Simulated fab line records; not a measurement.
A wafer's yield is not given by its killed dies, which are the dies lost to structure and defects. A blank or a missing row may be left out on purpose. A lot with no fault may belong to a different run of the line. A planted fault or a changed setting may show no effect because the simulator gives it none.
What tool caused it? ; flow berkeleyCmos170 ; 14 lots with 42 wafers sampled at 6 steps, on a route of 331 steps

## WHAT THE GAUGES SHOWED, per wafer
UCB170_NSD_OVL_MEAS_07.
lot;measured;on;NSD_OVL (nm)
L389;day 6 21:58;overlay-01;7 2 -1
L391;day 7 23:27;overlay-01;-4 -4 5
L392;day 7 23:43;overlay-02;1 3 0
L393;day 8 00:32;overlay-01;3 -1 0
L394;day 8 09:14;overlay-02;2 2 -5
L395;day 8 09:20;overlay-01;7 1 10
L398;day 8 16:41;overlay-02;0 5 3
L396;day 8 16:47;overlay-02;-5 -6 -9
L397;day 8 17:14;overlay-01;-2 2 0
L399;day 9 09:43;overlay-01;-5 -2 -7
L400;day 9 09:56;overlay-01;-6 -2 -2
L401;day 9 20:46;overlay-02;-3 -4 -1
L408;day 10 13:46;overlay-01;-1 -3 0
L409;day 11 08:26;overlay-02;-3 -1 -8

UCB170_CONTACT_CD_MEAS_15: target cd 700 nm.
lot;measured;on;cdNm (nm)
L389;day 7 05:40;cdSem-02;703.4 702.3 702.6
L391;day 8 06:02;cdSem-02;699.8 701.8 700.6
L392;day 8 07:10;cdSem-01;702.2 702.8 704.0
L393;day 8 08:32;cdSem-01;700.4 699.6 698.9
L394;day 8 15:23;cdSem-01;697.7 697.2 698.2
L395;day 8 16:21;cdSem-01;699.2 698.9 700.4
L398;day 9 01:11;cdSem-02;701.1 701.4 701.0
L396;day 9 01:27;cdSem-01;700.9 701.6 700.6
L397;day 9 02:11;cdSem-02;698.6 698.6 699.2
L399;day 9 15:53;cdSem-02;700.0 699.9 699.6
L400;day 9 16:07;cdSem-02;699.6 700.9 698.9
L401;day 10 07:16;cdSem-02;701.5 700.9 700.2
L408;day 10 20:41;cdSem-01;700.8 699.7 700.8
L409;day 11 20:04;cdSem-02;701.3 701.7 702.1

UCB170_M1_CD_MEAS_90: target cd 700 nm.
lot;measured;on;cdNm (nm)
L389;day 7 07:54;cdSem-02;706 696 695
L391;day 8 08:41;cdSem-02;700 695 699
L392;day 8 09:47;cdSem-01;696 695 700
L393;day 8 10:51;cdSem-01;698 704 705
L394;day 8 18:10;cdSem-01;700 702 699
L395;day 8 20:28;cdSem-01;704 697 706
L398;day 9 04:41;cdSem-01;698 700 697
L396;day 9 05:02;cdSem-01;707 696 707
L397;day 9 05:37;cdSem-01;699 698 696
L399;day 9 18:28;cdSem-01;695 684 698
L400;day 9 19:01;cdSem-01;700 700 705
L401;day 10 09:59;cdSem-02;688 690 691
L408;day 10 23:45;cdSem-01;703 696 703
L409;day 11 22:21;cdSem-02;701 696 703

## EACH LOT AND THE TOOL THAT RAN IT (in order: tool; ch and the chambers of the sampled wafers; start)
lot;UCB170_M1_ETCH_11;UCB170_M1_METAL_ETCH_12;UCB170_M1_STRIP_13
L389;rieDiel-04 ch 1,2,3, day 7 07:38;rieMetal-01 ch 0,1, day 7 07:40;plasmaAsher-01 ch 0,1, day 7 07:48
L391;rieDiel-01 ch 1,2,3, day 8 08:25;rieMetal-03 ch 0,1, day 8 08:28;plasmaAsher-01 ch 0,1, day 8 08:35
L392;rieDiel-04 ch 2,3, day 8 09:29;rieMetal-04 ch 0,1, day 8 09:31;plasmaAsher-04 ch 0,1, day 8 09:40
L393;rieDiel-04 ch 1,2,3, day 8 10:34;rieMetal-01 ch 0,1, day 8 10:37;plasmaAsher-01 ch 0, day 8 10:45
L394;rieDiel-04 ch 2,3, day 8 17:53;rieMetal-03 ch 0,1, day 8 17:55;plasmaAsher-02 ch 0, day 8 18:04
L395;rieDiel-02 ch 1,3, day 8 20:05;rieMetal-01 ch 0,1, day 8 20:07;plasmaAsher-04 ch 0,1, day 8 20:15
L398;rieDiel-01 ch 0,2,3, day 9 04:24;rieMetal-03 ch 0,1, day 9 04:27;plasmaAsher-02 ch 0,1, day 9 04:35
L396;rieDiel-02 ch 0,1,3, day 9 04:45;rieMetal-01 ch 0,1, day 9 04:48;plasmaAsher-01 ch 0,1, day 9 04:56
L397;rieDiel-02 ch 0,1,3, day 9 05:20;rieMetal-03 ch 0,1, day 9 05:23;plasmaAsher-02 ch 0,1, day 9 05:31
L399;rieDiel-01 ch 0,1,2, day 9 18:12;rieMetal-03 ch 0,1, day 9 18:14;plasmaAsher-01 ch 0,1, day 9 18:22
L400;rieDiel-02 ch 0,3, day 9 18:44;rieMetal-04 ch 0,1, day 9 18:46;plasmaAsher-02 ch 0,1, day 9 18:55
L401;rieDiel-04 ch 0,1, day 10 09:41;rieMetal-03 ch 0, day 10 09:43;plasmaAsher-02 ch 0,1, day 10 09:52
L408;rieDiel-01 ch 0,1,2, day 10 23:26;rieMetal-01 ch 0,1, day 10 23:31;plasmaAsher-01 ch 0,1, day 10 23:38
L409;rieDiel-01 ch 0,1,3, day 11 22:05;rieMetal-01 ch 0,1, day 11 22:07;plasmaAsher-01 ch 0,1, day 11 22:15
- UCB170_M1_ETCH_11: etches BARC in N2/H2.
- UCB170_M1_METAL_ETCH_12: etches Al in Cl2/BCl3, stops on PSG, target depth 780 nm, time 130 s.
- UCB170_M1_STRIP_13: strips in O2.

## AS READ BY THE TOOLS THEMSELVES (means over the sampled wafers that have a number; for cases with no such wafer, the mark the record gives instead)
UCB170_M1_ETCH_11.
lot;tool;drypumpMotorCurrentA (A);oesProductAu (a.u.);rfFwdPowerW (W);throttleValvePct (%)
L389;rieDiel-04;5.6;1.019;495.0;13.25
L391;rieDiel-01;5.8;0.988;493.6;13.05
L392;rieDiel-04;5.4;1.010;496.8;13.25
L393;rieDiel-04;5.6;1.014;494.8;13.24
L394;rieDiel-04;5.4;1.011;496.1;13.24
L395;rieDiel-02;5.6;0.996;495.5;13.35
L398;rieDiel-01;5.8;0.983;494.8;13.16
L396;rieDiel-02;5.6;1.011;496.1;13.24
L397;rieDiel-02;5.6;1.006;495.5;13.23
L399;rieDiel-01;6.1;0.996;494.4;13.08
L400;rieDiel-02;6.1;1.000;495.7;13.23
L401;rieDiel-04;5.6;1.014;494.3;13.20
L408;rieDiel-01;6.1;0.995;496.2;13.08
L409;rieDiel-01;6.2;0.980;494.3;13.00

UCB170_M1_METAL_ETCH_12.
lot;tool;bcl3FlowSccm (sccm);drypumpMotorCurrentA (A);mfcCl2Sccm (sccm);oesProductAu (a.u.);rfFwdPowerW (W);throttleValvePct (%)
L389;rieMetal-01;44.99;5.7;90.05;0.866;597.6;24.47
L391;rieMetal-03;45.06;5.3;90.45;0.861;597.1;24.41
L392;rieMetal-04;44.91;5.9;90.06;0.860;598.1;24.38
L393;rieMetal-01;45.04;5.9;89.90;0.864;599.3;24.57
L394;rieMetal-03;45.07;5.3;90.28;0.866;597.5;24.41
L395;rieMetal-01;44.94;5.9;89.98;0.855;596.9;24.58
L398;rieMetal-03;44.96;5.3;90.17;0.861;597.2;24.40
L396;rieMetal-01;45.00;6.0;90.12;0.853;596.5;24.57
L397;rieMetal-03;45.06;5.4;90.02;0.862;598.4;24.31
L399;rieMetal-03;45.07;5.3;89.93;0.869;678.2;24.39
L400;rieMetal-04;44.94;5.8;89.83;0.858;600.1;24.38
L401;rieMetal-03;44.91;5.5;90.06;0.847;835.9;24.20
L408;rieMetal-01;45.11;5.9;90.23;0.858;597.6;24.57
L409;rieMetal-01;44.98;5.9;90.36;0.869;596.4;24.57

UCB170_M1_STRIP_13.
lot;tool;drypumpMotorCurrentA (A);oesProductAu (a.u.)
L389;plasmaAsher-01;5.5;0.720
L391;plasmaAsher-01;5.2;0.720
L392;plasmaAsher-04;5.8;0.718
L393;plasmaAsher-01;5.0;0.721
L394;plasmaAsher-02;4.8;0.722
L395;plasmaAsher-04;5.8;0.724
L398;plasmaAsher-02;5.2;0.721
L396;plasmaAsher-01;5.2;0.722
L397;plasmaAsher-02;5.6;0.720
L399;plasmaAsher-01;5.2;0.677
L400;plasmaAsher-02;5.2;0.721
L401;plasmaAsher-02;5.6;0.591
L408;plasmaAsher-01;5.2;0.720
L409;plasmaAsher-01;5.5;0.721

## THE ANSWER, worked out from the rows above alone
Rule: what is usual is taken from the lots themselves. Put in order of their means at a reading, lots are off if they are a third of the lots or fewer, leave a main group of 4 or more, and stand apart from it by a gap of 3 or more times the standard deviation of the main group's means; of several such gaps the widest counts. The tables above print the reading to a certain number of digits; a main group whose means all agree to those digits is not used. A lot without any number at a reading at which 4 lots or more have one is off too. Where the step has rows for the other lots, those lots are counted as sound. First the gauges in route order, then the tools' own readings, where a lot's mean is used as printed above. The first step at which some lot is off is used, and at that step the reading that is off furthest; a lot without a number counts as furthest.
Off, at UCB170_M1_METAL_ETCH_12 on rfFwdPowerW: L399, L401. For the main group the mean is 597.7 W and the standard deviation 1.1.
A tool fits if, at that step or a process step before it, it ran every lot that is off, and no sound lot after the first of them. One candidate fits, namely rieMetal-03 at UCB170_M1_METAL_ETCH_12. Its last sound lot is L397 (day 9 05:23), its first lot that is off L399 (day 9 18:14): a fault that began between those two fits.
On the lots that are off, the tool's own readings at UCB170_M1_METAL_ETCH_12 differ by more than 5 times the standard deviation of the sound lots' means, which bears it out; rfFwdPowerW reads 757.0 W there versus 597.7 W on the sound lots.

## WHAT THE SIMULATOR HAD INSERTED
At UCB170_M1_METAL_ETCH_12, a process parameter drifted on rieMetal-03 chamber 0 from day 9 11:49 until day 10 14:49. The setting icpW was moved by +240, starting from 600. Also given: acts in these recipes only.
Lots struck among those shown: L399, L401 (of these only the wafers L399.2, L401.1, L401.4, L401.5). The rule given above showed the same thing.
